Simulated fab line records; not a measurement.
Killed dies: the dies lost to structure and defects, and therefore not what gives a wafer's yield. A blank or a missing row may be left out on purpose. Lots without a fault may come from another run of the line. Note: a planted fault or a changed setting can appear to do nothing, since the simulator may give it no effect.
The same fault as seen by 2 desks || flow rit-cmos || every desk sees just its own numbers, and what lay behind them comes last

## DESK OF THE TOOL OWNER: rtp-anneal-01
Per lot that ran on this tool, the mean of the sampled wafers carrying a number, from the tool's own readings at RIT_SDANNEAL_RTA_03 (time 5 s). Marked OUT: a lot whose mean sits more than 4 standard deviations from the usual mean, which makes it out of limits; the brackets give that distance.
Columns: A = wafer_temp_C_max at RIT_SDANNEAL_RTA_03, usual 1053.6
{"lot": "L764", "first seen here": "day 3 12:15", "A": 1053.9}
{"lot": "L766", "first seen here": "day 3 19:39", "A": 1054.0}
{"lot": "L768", "first seen here": "day 4 03:58", "A": 1053.9}
{"lot": "L770", "first seen here": "day 4 12:17", "A": 1053.7}
{"lot": "L784", "first seen here": "day 7 22:19", "A": 1053.6}
{"lot": "L786", "first seen here": "day 8 05:24", "A": 1055.2}
Result from this desk: across the 6 lots, nothing is out of limits.

## METROLOGY DESK
Lot by lot, what the gauges showed, no matter which tool ran the lot: averages of those sampled wafers that carry a number. Marked OUT: a lot whose mean sits more than 4 standard deviations from the usual mean, which makes it out of limits; the brackets give that distance.
Columns: A = GATE_POLY_THK at RIT_GATE_THK_MEAS_09, usual 248.9 nm; B = SPACER_NITRIDE_THK at RIT_SPACER_THK_MEAS_04, usual 249.3 nm; C = PSD_RS at RIT_SDANNEAL_RS_MEAS_04, usual 115.9 ohm/sq; D = NSD_RS at RIT_SDANNEAL_RS_MEAS_05, usual 84.58 ohm/sq; E = PLDD_RS at RIT_SDANNEAL_RS_MEAS_06, usual 177.8 ohm/sq; F = NLDD_RS at RIT_SDANNEAL_RS_MEAS_07, usual 151.5 ohm/sq
{"lot": "L763", "first seen here": "day 2 14:49", "A": 253.2, "B": 247.0, "C": 115.8, "D": 84.72, "E": 177.9, "F": 151.8}
{"lot": "L764", "first seen here": "day 2 21:09", "A": 253.5, "B": 251.1, "C": 116.5, "D": 84.70, "E": 178.3, "F": 151.5}
{"lot": "L766", "first seen here": "day 3 04:53", "A": 249.1, "B": 250.5, "C": 115.1, "D": 84.48, "E": 177.1, "F": 151.5}
{"lot": "L767", "first seen here": "day 3 11:40", "A": 247.7, "B": 245.8, "C": 115.9, "D": 84.86, "E": 178.1, "F": 152.1}
{"lot": "L768", "first seen here": "day 3 14:30", "A": 250.4, "B": 249.4, "C": "72.7 (-99 or more) OUT", "D": "77.18 (-30) OUT", "E": "140.7 (-70) OUT", "F": "142.3 (-18) OUT"}
{"lot": "L770", "first seen here": "day 3 22:29", "A": 250.1, "B": 247.1, "C": "73.0 (-99 or more) OUT", "D": "77.18 (-30) OUT", "E": "141.4 (-69) OUT", "F": "142.9 (-16) OUT"}
{"lot": "L773", "first seen here": "day 4 15:25", "A": 249.1, "B": 250.9, "C": 115.6, "D": 84.29, "E": 178.0, "F": 151.5}
{"lot": "L775", "first seen here": "day 5 01:58", "A": 245.4, "B": 244.8, "C": 115.7, "D": 84.61, "E": 177.0, "F": 151.4}
{"lot": "L779", "first seen here": "day 5 19:36", "A": 250.6, "B": 251.2, "C": 116.0, "D": 84.84, "E": 177.6, "F": 151.5}
{"lot": "L781", "first seen here": "day 6 06:22", "A": 252.4, "B": 247.5, "C": 116.0, "D": 84.33, "E": 177.9, "F": 151.5}
{"lot": "L783", "first seen here": "day 6 15:10", "A": 249.5, "B": 249.2, "C": 116.0, "D": 84.89, "E": 177.6, "F": 151.4}
{"lot": "L784", "first seen here": "day 6 21:06", "A": 248.9, "B": 244.8, "C": 116.4, "D": 84.90, "E": 178.1, "F": 151.7}
{"lot": "L785", "first seen here": "day 7 02:43", "A": 252.9, "B": 248.3, "C": 115.9, "D": 84.72, "E": 178.1, "F": 151.8}
{"lot": "L786", "first seen here": "day 7 06:06", "A": 249.9, "B": 249.0, "C": 115.6, "D": 84.69, "E": 177.5, "F": 152.0}
This desk finds L768, L770 out of limits, with the earliest case on L768 at day 4 04:02 (PSD_RS at RIT_SDANNEAL_RS_MEAS_04). L763, L764, L766, L767, L773, L775, L779, L781, L783, L784, L785, L786: within limits.

## BROUGHT TOGETHER
At day 4 04:02 the metrology desk could have sounded an alarm, on L768, L770.
Nothing out of limits was seen by the tool owner's desk.
The tool owner's desk has L768, L770 on record, within its limits.
Of the lots named, all ran RIT_SDANNEAL_RTA_03 on rtp-anneal-01.

## WHAT THE SIMULATOR HAD INSERTED
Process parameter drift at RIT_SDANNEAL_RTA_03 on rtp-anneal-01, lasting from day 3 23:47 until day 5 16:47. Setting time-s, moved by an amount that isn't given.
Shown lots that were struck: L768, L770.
Hours from the fault's start to each desk's first reading out of limits: the metrology desk, 4.
